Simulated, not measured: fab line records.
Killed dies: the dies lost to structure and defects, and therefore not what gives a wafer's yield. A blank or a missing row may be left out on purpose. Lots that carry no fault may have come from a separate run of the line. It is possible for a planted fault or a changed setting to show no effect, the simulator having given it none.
fab line records	flow rit_cmos
record lots=6	wafers=18	last_day=7
route steps=202 shown GATE@83 M1@202
lots that met no fault: taken from a fault-free run of the same line
start_h: start of the lot's first displayed wafer, in hours after the record's first day	wait_h: time in hours since the lot's previous step	" the same as in the row above	L1.1+2: a row that stands for several wafers	- either no value or no given start	* or withheld: withheld	< > ~ a bound
route shown NAME@n: names a module that has steps shown in the file, with the first one's number in the route	usual: mean/standard deviation of fault-free wafers	same: alike in all rows	chamber/n: place in a boat	sites: the reading at each site	_std_site: their standard deviation	_edge_site: outer sites' mean less inner sites'	radius_mm: for every site, how far away it sits from the centre of the wafer	mask NAME#n: copy n	behind: the most recent tool/chamber to have shaped the wafer	hold: why the lot went on hold/how many hours it stayed there/how the hold came to an end	device: the transistor (n, p or np) that didn't switch	end of line: the tests these same wafers got at the end of their route	for a step that has no rows: nothing shown but its recipe	killed: count of dies lost to structure and defects at first sort (not the wafer's yield)	map: a wafer's dies, x killed, . not, _ none there
set.NAME: the setting the step ran with; set.NAME@STEP: the setting that earlier step ran with	model.NAME: the simulator's own value behind a step, which no gauge read
a table for each step, a row for each wafer; lots at some steps of the route
services: the hour from which a tool's chamber was out of use, counted from the record's first day as start_h (under 0 if before that day), plus the number of hours and why
## steps
# step RIT_GATE_THK_MEAS_07
# recipe reads=SiO2_of_GATE_OXIDATION_05
# usual GATE_OXIDE_THK=3.04/0.07
lot.wafer	tool	chamber	start_h	wait_h	GATE_OXIDE_THK[nm]
L161.2	film_metro-02	-	82.85	0.0	3.04
L161.4	"	-	"	"	3.10
L161.6	"	-	"	"	3.14
L168.3	film_metro-02	-	114.94	0.0	3.09
L168.4	"	-	"	"	3.06
L168.6	"	-	"	"	3.13
L169.2	film_metro-02	-	122.62	0.0	3.11
L169.3	"	-	"	"	3.15
L169.5	"	-	"	"	3.03
L170.2	film_metro-01	-	127.45	0.0	3.20
L170.3	"	-	"	"	3.19
L170.6	"	-	"	"	3.15
L174.1	film_metro-04	-	144.89	0.0	3.11
L174.3	"	-	"	"	3.12
L174.5	"	-	"	"	3.10
L175.1	film_metro-04	-	151.09	0.0	3.03
L175.3	"	-	"	"	3.03
L175.5	"	-	"	"	3.04
# step RIT_GATE_CVD_08
# recipe material=poly-Si	target_thk_nm=250	temp_c=610	precursor=SiH4	time_s=2220	pressure_mtorr=300	sih4_flow_sccm=100
# step RIT_GATE_THK_MEAS_09
# recipe reads=poly-Si_of_GATE_CVD_08
# usual GATE_POLY_THK=248.9/1.9
lot.wafer	tool	chamber	start_h	wait_h	GATE_POLY_THK[nm]
L161.2	film_metro-02	-	84.53	0.0	248.0
L161.4	"	-	"	"	249.3
L161.6	"	-	"	"	248.9
L168.3	film_metro-02	-	116.62	0.0	248.8
L168.4	"	-	"	"	250.0
L168.6	"	-	"	"	250.1
L169.2	film_metro-02	-	125.46	0.0	246.0
L169.3	"	-	"	"	245.5
L169.5	"	-	"	"	245.6
L170.2	film_metro-02	-	129.54	0.0	247.3
L170.3	"	-	"	"	248.5
L170.6	"	-	"	"	247.0
L174.1	film_metro-04	-	146.57	0.0	248.4
L174.3	"	-	"	"	248.3
L174.5	"	-	"	"	249.1
L175.1	film_metro-01	-	152.77	0.0	250.1
L175.3	"	-	"	"	252.9
L175.5	"	-	"	"	252.8
# step RIT_GATE_HMDS_10
# recipe prime_time_s=60	prime_temp_c=140
# step RIT_GATE_COAT_11
# recipe resist=NOVOLAK	spin_rpm=4250	resist_thk_nm=850
# step RIT_GATE_SOFTBAKE_12
# recipe resist=NOVOLAK	temp_c=90	time_s=60
# step RIT_GATE_EXPOSE_13
# recipe mask_id=M6	na=0.6	source_shape=conventional	sigma_outer=0.6	target_cd_nm=150	dose_mj=380
# step RIT_GATE_PEB_14
# recipe resist=NOVOLAK	temp_c=withheld	time_s=withheld
# step RIT_GATE_DEVELOP_15
# recipe resist=NOVOLAK	develop_time_s=50	dev_temp_c=22.39
# step RIT_GATE_CD_MEAS_16
# recipe target_cd_nm=150
# usual cd_nm=150.6/2.5
lot.wafer	tool	chamber	start_h	wait_h	cd_nm
L161.2	cd_sem-01	-	85.57	-	148.9
L161.4	"	-	"	"	148.9
L161.6	"	-	"	"	149.0
L168.3	cd_sem-02	-	117.89	-	148.0
L168.4	"	-	"	"	151.3
L168.6	"	-	"	"	150.1
L169.2	cd_sem-02	-	126.38	-	150.6
L169.3	"	-	"	"	150.6
L169.5	"	-	"	"	150.3
L170.2	cd_sem-01	-	130.65	-	150.9
L170.3	"	-	"	"	154.1
L170.6	"	-	"	"	151.1
L174.1	cd_sem-01	-	147.69	-	152.7
L174.3	"	-	"	"	152.0
L174.5	"	-	"	"	153.0
L175.1	cd_sem-01	-	153.86	-	151.2
L175.3	"	-	"	"	151.2
L175.5	"	-	"	"	152.5
# step RIT_GATE_OVL_MEAS_17
# usual GATE_OVL=-0.4/1.3
lot.wafer	tool	chamber	start_h	wait_h	GATE_OVL[nm]
L161.2	overlay-02	-	85.68	0.1	1.5
L161.4	"	-	"	"	0.9
L161.6	"	-	"	"	0.3
L168.3	overlay-02	-	117.98	0.1	3.0
L168.4	"	-	"	"	0.5
L168.6	"	-	"	"	1.0
L169.2	overlay-01	-	126.49	0.1	0.7
L169.3	"	-	"	"	1.3
L169.5	"	-	"	"	-1.2
L170.2	overlay-01	-	130.75	0.1	-2.5
L170.3	"	-	"	"	-1.0
L170.6	"	-	"	"	-0.1
L174.1	overlay-01	-	147.81	0.1	-0.6
L174.3	"	-	"	"	-3.2
L174.5	"	-	"	"	-1.4
L175.1	overlay-01	-	153.98	0.1	-0.5
L175.3	"	-	"	"	-1.9
L175.5	"	-	"	"	-1.0
# step RIT_GATE_HARDBAKE_18
# recipe resist=NOVOLAK	temp_c=140	time_s=60
# step RIT_GATE_ETCH_19
# recipe chemistry=SF6/CHF3/O2	time_s=165	SF6_flow_sccm=30	CHF3_flow_sccm=30	O2_flow_sccm=5	target=poly-Si	pressure_mtorr=40	rf_w=160	target_depth_a=3125	over_etch_frac=0.25	stop_on=SiO2
# usual SF6_flow_sccm=30.01/0.094	drypump_motor_current_A=5.6/0.33	oes_product_au=0.842/0.013	throttle_valve_pct=10.31/0.13
lot.wafer	tool	chamber	start_h	wait_h	SF6_flow_sccm	drypump_motor_current_A	oes_product_au	rf_hours_counter_h	throttle_valve_pct	model.NOVOLAK_of_GATE_COAT_11.thk_nm	model.GATE.feature_depth_nm	model.etch.depth_nm
L161.2	rie_si-02	2	85.86	0.1	30.02	5.6	0.832	111	10.36	671	248.3	248.3
L161.4	"	0	"	"	30.02	5.9	0.850	2	10.27	670.3	249.4	249.4
L161.6	"	0	"	"	29.88	5.9	0.857	-	10.26	669	248.9	248.9
L168.3	rie_si-01	2	118.16	0.1	29.97	5.9	0.794	144	10.07	693.3	227.4	227.4
L168.4	"	3	"	"	30.07	5.0	0.845	93	10.18	674.5	250.1	250.1
L168.6	"	1	"	"	30.07	5.3	0.853	-	10.45	670.7	250.2	250.2
L169.2	rie_si-02	2	126.78	0.1	30.02	5.6	0.826	112	10.35	670.1	246.1	246.1
L169.3	"	0	"	"	30.09	5.9	0.833	2	10.27	669.4	245.4	245.4
L169.5	"	2	"	"	29.82	5.6	0.824	-	10.35	670.8	245.5	245.5
L170.2	rie_si-01	2	130.93	0.1	29.98	5.9	0.798	144	10.08	690.9	228	228
L170.3	"	3	"	"	30.12	5.0	0.831	93	10.17	670.9	248.6	248.6
L170.6	"	2	"	"	29.96	5.9	0.780	-	10.07	691.6	225.6	225.6
L174.1	rie_si-01	1	148.00	0.1	30.01	5.3	0.848	54	10.45	673.3	248.5	248.5
L174.3	"	0	"	"	30.11	5.3	0.833	0	10.48	670.7	248.2	248.2
L174.5	"	0	"	"	30.05	5.3	0.832	-	10.47	671.6	249	249
L175.1	rie_si-02	2	154.17	0.1	29.93	5.7	0.833	112	10.35	671.2	250.2	250.2
L175.3	"	1	"	"	29.92	5.6	0.842	119	10.46	669.6	252.8	252.8
L175.5	"	0	"	"	29.97	5.9	0.861	-	10.26	671.8	252.6	252.6
# step RIT_GATE_STRIP_20
# recipe chemistry=O2	time_s=180	resist=NOVOLAK	platen_temp_c=withheld	power_w=500	pressure_mtorr=4000	o2_flow_sccm=4000
# usual drypump_motor_current_A=5.99/0.28	o2_flow_sccm=4000/11
lot.wafer	tool	chamber	start_h	wait_h	drypump_motor_current_A	o2_flow_sccm	rf_hours_counter_h
L161.2	plasma_asher-03	0	85.97	0.1	5.86	3989	28
L161.4	"	0	"	"	5.84	3986	-
L161.6	"	0	"	"	5.88	4003	-
L168.3	plasma_asher-02	0	118.33	0.1	6.03	3985	-
L168.4	"	1	"	"	6.13	4001	-
L168.6	"	1	"	"	6.11	4010	-
L169.2	plasma_asher-02	1	126.88	0.1	6.14	4010	50
L169.3	"	1	"	"	6.12	3996	-
L169.5	"	0	"	"	6.06	3992	-
L170.2	plasma_asher-02	0	131.04	0.1	6.07	4019	50
L170.3	"	1	"	"	6.12	4009	-
L170.6	"	0	"	"	6.07	4016	-
L174.1	plasma_asher-03	1	148.10	0.1	6.35	3998	34
L174.3	"	0	"	"	5.86	4010	-
L174.5	"	0	"	"	5.86	3992	-
L175.1	plasma_asher-02	1	154.27	0.1	6.15	4006	53
L175.3	"	0	"	"	6.05	3990	-
L175.5	"	1	"	"	6.13	4018	-
# step RIT_M1_PROBE_99
# usual killed_at_contacts=0.1/0.27	killed_at_front_end=6.7/2.9	killed_dies=6.7/2.9	killed_on_rim=1.8/1.4	killed_open=3.4/1.8	killed_short=3.3/2.2
# same gross_dies=264	killed_at_M0_to_M3=0	killed_at_M4_up=0	killed_at_back_side=0	killed_at_other=0
lot.wafer	tool	chamber	start_h	wait_h	killed_at_contacts	killed_at_front_end	killed_dies	killed_on_rim	killed_open	killed_short
L161.2	prober-02	-	107.01	0.1	0	5	5	3	3	2
L161.4	prober-02	-	107.11	0.2	0	6	6	3	2	4
L161.6	prober-02	-	107.21	0.2	0	7	7	1	5	2
L168.3	prober-01	-	139.36	0.2	0	264	264	70	4	2
L168.4	prober-01	-	139.41	0.2	0	5	5	0	3	2
L168.6	prober-01	-	139.51	0.2	0	5	5	1	2	3
L169.2	prober-02	-	146.72	0.1	0	6	6	2	5	1
L169.3	prober-02	-	146.77	0.2	0	2	2	0	1	1
L169.5	prober-02	-	146.87	0.2	0	6	6	2	1	5
L170.2	prober-01	-	150.74	0.1	0	264	264	70	2	4
L170.3	prober-01	-	150.79	0.2	0	7	7	3	2	5
L170.6	prober-01	-	150.94	0.2	1	263	264	70	5	8
L174.1	prober-01	-	169.51	0.1	0	17	17	4	4	13
L174.3	prober-01	-	169.61	0.2	0	1	1	0	1	0
L174.5	prober-01	-	169.71	0.2	0	9	9	2	5	4
L175.1	prober-02	-	177.17	0.1	0	4	4	1	2	2
L175.3	prober-02	-	177.27	0.2	0	6	6	1	5	1
L175.5	prober-02	-	177.37	0.2	0	6	6	2	2	4
# killed by level:class
L161.2 GATE:geometric_particle:open=2 FOX1:geometric_particle:open=1 FOX2:geometric_particle:short=1 SPACER:geometric_particle:short=1
L161.4 GATE:geometric_particle:short=2 FOX1:geometric_particle:short=1 FOX2:geometric_particle:open=1 REOX:geometric_particle:short=1 SILICIDE:geometric_particle:open=1
L161.6 FOX1:geometric_particle:short=2 FOX1:geometric_particle:open=2 GATE:geometric_particle:open=1 REOX:geometric_particle:open=1 SILICIDE:geometric_particle:open=1
L168.3 GATE:area_etch=258 SPACER:geometric_particle:open=3 FOX1:geometric_particle:open=1 FOX1:geometric_particle:short=1 SILICIDE:geometric_particle:short=1
L168.4 GATE:geometric_particle:open=3 GATE:geometric_particle:short=1 SPACER:geometric_particle:short=1
L168.6 GATE:geometric_particle:short=2 FOX1:geometric_particle:short=1 FOX1:geometric_particle:open=1 GATE:geometric_particle:open=1
L169.2 GATE:geometric_particle:open=2 FOX2:geometric_particle:open=1 GATE:geometric_particle:short=1 REOX:geometric_particle:open=1 SILICIDE:geometric_particle:open=1
L169.3 SILICIDE:geometric_particle:short=1 SILICIDE:geometric_particle:open=1
L169.5 GATE:geometric_particle:short=3 FOX1:geometric_particle:short=1 GATE:geometric_particle:open=1 SILICIDE:geometric_particle:short=1
L170.2 GATE:area_etch=258 GATE:geometric_particle:short=2 REOX:geometric_particle:open=2 ACTIVE:geometric_particle:short=1 FOX1:geometric_particle:short=1
L170.3 SPACER:geometric_particle:short=2 FOX1:geometric_particle:short=1 GATE:geometric_particle:short=1 GATE:geometric_particle:open=1 REOX:geometric_particle:short=1 REOX:geometric_particle:open=1
L170.6 GATE:area_etch=251 REOX:geometric_particle:open=4 GATE:geometric_particle:short=2 SPACER:geometric_particle:short=2 SILICIDE:geometric_particle:short=2 FOX1:geometric_particle:short=1 GATE:geometric_particle:open=1 CONTACT:geometric_particle:short=1
L174.1 GATE:geometric_particle:short=7 REOX:geometric_particle:short=3 REOX:geometric_particle:open=2 SPACER:geometric_particle:short=2 FOX1:geometric_particle:short=1 GATE:geometric_particle:open=1 SPACER:geometric_particle:open=1
L174.3 GATE:geometric_particle:open=1
L174.5 GATE:geometric_particle:short=3 FOX1:geometric_particle:open=2 SPACER:geometric_particle:open=2 FOX1:geometric_particle:short=1 GATE:geometric_particle:open=1
L175.1 FOX1:geometric_particle:open=1 FOX2:geometric_particle:short=1 GATE:geometric_particle:short=1 SPACER:geometric_particle:open=1
L175.3 FOX1:geometric_particle:open=3 FOX2:geometric_particle:open=1 SPACER:geometric_particle:open=1 SPACER:geometric_particle:short=1
L175.5 GATE:geometric_particle:short=2 GATE:geometric_particle:open=1 REOX:geometric_particle:short=1 REOX:geometric_particle:open=1 SILICIDE:geometric_particle:short=1
# map L168.3 (x killed, . not)
________xxxxxxx_______
_____xxxxxxxxxxxxx____
____xxxxxxxxxxxxxxx___
___xxxxxxxxxxxxxxxxx__
__xxxxxxxxxxxxxxxxxxx_
__xxxxxxxxxxxxxxxxxxx_
_xxxxxxxxxxxxxxxxxxxxx
_xxxxxxxxxxxxxxxxxxxxx
_xxxxxxxxxxxxxxxxxxxxx
_xxxxxxxxxxxxxxxxxxxxx
__xxxxxxxxxxxxxxxxxxx_
__xxxxxxxxxxxxxxxxxxx_
___xxxxxxxxxxxxxxxxx__
____xxxxxxxxxxxxxxx___
_____xxxxxxxxxxxxx____
________xxxxxxx_______
# map L170.2 (x killed, . not)
________xxxxxxx_______
_____xxxxxxxxxxxxx____
____xxxxxxxxxxxxxxx___
___xxxxxxxxxxxxxxxxx__
__xxxxxxxxxxxxxxxxxxx_
__xxxxxxxxxxxxxxxxxxx_
_xxxxxxxxxxxxxxxxxxxxx
_xxxxxxxxxxxxxxxxxxxxx
_xxxxxxxxxxxxxxxxxxxxx
_xxxxxxxxxxxxxxxxxxxxx
__xxxxxxxxxxxxxxxxxxx_
__xxxxxxxxxxxxxxxxxxx_
___xxxxxxxxxxxxxxxxx__
____xxxxxxxxxxxxxxx___
_____xxxxxxxxxxxxx____
________xxxxxxx_______
## services
tool	chamber	start_h	hours	kind
plasma_asher-03	-	63.47	2.8	pm
rie_si-02	2	76.38	2.1	repair
rie_si-01	0	120.25	-	clean
rie_si-01	0	120.25	22.6	scheduled_down
rie_si-01	0	120.25	22.6	vent_cycle
plasma_asher-03	-	139.37	6.4	repair
rie_si-01	2	142.81	-	clean
rie_si-01	2	142.81	18.1	scheduled_down
rie_si-01	2	142.81	18.1	vent_cycle
rie_si-02	0	148.84	3.5	repair
## key
first_sign step=RIT_GATE_ETCH_19	reading=oes_product_au	direction=down	sigmas=4	usual=0.842	struck=0.791
effect step=RIT_M1_PROBE_99	reading=killed_at_front_end	direction=up	sigmas=90	usual=6.7	struck=263.7
model_effect step=RIT_GATE_ETCH_19	value=NOVOLAK_of_GATE_COAT_11.thk_nm	without=667.9	struck=691.9
more_kills_born_at RIT_GATE_ETCH_19@rie_si-01=767
met_at RIT_GATE_ETCH_19
struck_wafers L168.3,L170.2,L170.6
later_rows_left_out L168.3,L170.2,L170.6
tester_left_out L168,L170
fault kind=process_parameter_drift	tool=rie_si-01	chamber=2	onset_h=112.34	steps=RIT_GATE_ETCH_19	channel=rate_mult	offset=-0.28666	shape=step	end_h=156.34
# tester_left_out: of these lots the tester's yield and bins aren't shown, on N5 and GAA mostly nor the transistor test; their killed dies are dies lost to structure and defects alone, not to doping, threshold or leakage, so they don't give the yield
# later_rows_left_out: the simulator's readings of these wafers behind a module that went badly wrong aren't trusted and aren't shown, but for the sort
